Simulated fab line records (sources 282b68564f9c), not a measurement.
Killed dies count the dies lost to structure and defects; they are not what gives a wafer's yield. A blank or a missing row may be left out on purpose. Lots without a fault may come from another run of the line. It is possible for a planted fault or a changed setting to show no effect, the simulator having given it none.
Commonality check across tools + flow rit cmos + 16 lots and 48 wafers in the sample

== THE REASON FOR OPENING IT ==
At RIT_PSD_OVL_MEAS_06 the reading PSD_OVL is flagged on 4 of 16 lots. Fault-free wafers read -0.9 nm, with a standard deviation of 1.3.
Rule: a lot gets a flag if all its wafers with a number sit over 4 standard deviations from that mean, or if no wafer of it has a number. The other lots count as sound.

| lot  | measured    | on         | PSD_OVL (nm), wafer by wafer | flag    |
|------|-------------|------------|------------------------------|---------|
| L241 | day 3 01:47 | overlay-02 | -0.3 -1.6 -1.5               |         |
| L242 | day 3 06:13 | overlay-01 | -0.4 0.0 -0.5                |         |
| L243 | day 3 09:47 | overlay-02 | -2.4 -0.8 0.4                |         |
| L244 | day 3 16:02 | overlay-02 | -0.5 -1.4 -1.5               |         |
| L245 | day 3 21:29 | overlay-02 | -3.2 -1.1 -2.7               |         |
| L246 | day 4 02:53 | overlay-01 | -3.2 -2.6 -2.8               |         |
| L247 | day 4 06:31 | overlay-01 | -0.1 0.2 0.1                 |         |
| L248 | day 4 10:32 | overlay-02 | -1.1 -1.4 -1.4               |         |
| L249 | day 4 17:49 | overlay-02 | -1.2 -1.7 -2.0               |         |
| L250 | day 5 00:37 | overlay-02 | -1.5 -2.7 -2.9               |         |
| L254 | day 5 20:30 | overlay-02 | -150.7 -151.5 -150.3         | FLAGGED |
| L255 | day 6 04:39 | overlay-01 | -149.1 -149.2 -148.5         | FLAGGED |
| L257 | day 6 11:30 | overlay-01 | -147.4 -147.6 -149.9         | FLAGGED |
| L258 | day 6 16:45 | overlay-01 | -151.5 -151.6 -149.7         | FLAGGED |
| L261 | day 7 03:35 | overlay-01 | -1.4 1.6 1.7                 |         |
| L264 | day 7 20:03 | overlay-02 | -0.7 -3.0 -1.6               |         |
Flagged lots average -149.8 nm: -148.8 nm relative to the usual, that is -99 or more standard deviations.

== EACH LOT AND THE TOOL IT RAN ON ==
The record holds 1 process step before the reading, out of a route of 202 steps. In each cell: the tool, then ch and the chambers that the sampled wafers went through, then the start.
| lot  | flag    | RIT_PSD_EXPOSE_03                  |
|------|---------|------------------------------------|
| L241 |         | iline stepper-01 ch 0, day 3 01:24 |
| L242 |         | iline stepper-02 ch 0, day 3 05:49 |
| L243 |         | iline stepper-02 ch 0, day 3 09:23 |
| L244 |         | iline stepper-01 ch 0, day 3 15:34 |
| L245 |         | iline stepper-02 ch 0, day 3 21:05 |
| L246 |         | iline stepper-01 ch 0, day 4 02:30 |
| L247 |         | iline stepper-01 ch 0, day 4 06:07 |
| L248 |         | iline stepper-01 ch 0, day 4 10:10 |
| L249 |         | iline stepper-02 ch 0, day 4 17:25 |
| L250 |         | iline stepper-01 ch 0, day 5 00:02 |
| L254 | FLAGGED | iline stepper-02 ch 0, day 5 20:08 |
| L255 | FLAGGED | iline stepper-02 ch 0, day 6 04:13 |
| L257 | FLAGGED | iline stepper-02 ch 0, day 6 11:01 |
| L258 | FLAGGED | iline stepper-02 ch 0, day 6 16:22 |
| L261 |         | iline stepper-01 ch 0, day 7 03:11 |
| L264 |         | iline stepper-01 ch 0, day 7 19:39 |
What these steps do:
- RIT_PSD_EXPOSE_03: exposes mask M10, target cd 40900 nm.
- RIT_PSD_OVL_MEAS_06

== FLAGGED AGAINST TOTAL, ONE TOOL AT A TIME (gauges that did the reading follow at the end) ==
| step                | tool             | lots run | flagged | share of the flagged lots | sound lots run after its first flagged lot |
|---------------------|------------------|----------|---------|---------------------------|--------------------------------------------|
| RIT_PSD_EXPOSE_03   | iline stepper-01 | 8        | 0       | none                      | -                                          |
| RIT_PSD_EXPOSE_03   | iline stepper-02 | 8        | 4       | all                       | 0                                          |
| RIT_PSD_OVL_MEAS_06 | overlay-01       | 7        | 3       | some                      | 1 (L261)                                   |
| RIT_PSD_OVL_MEAS_06 | overlay-02       | 9        | 1       | some                      | 1 (L264)                                   |

== WHAT THE TABLE ALLOWS ==
All flagged lots share 1 row of the table, namely iline stepper-02 at RIT_PSD_EXPOSE_03.
- iline stepper-02 at RIT_PSD_EXPOSE_03: 4 of its 8 lots flagged. A fault beginning between L249 (day 4 17:25), its last sound lot, and L254 (day 5 20:08), its first flagged one, fits the data.
iline stepper-02 at RIT_PSD_EXPOSE_03 is the single tool remaining.

== WHAT THE SIMULATOR HAD INSERTED ==
Scanner matching overlay: iline stepper-02, from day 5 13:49 on, at RIT_PSD_EXPOSE_03. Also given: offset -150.
Lots struck among those shown: L254, L255, L257, L258. This agrees with what the rule above found.
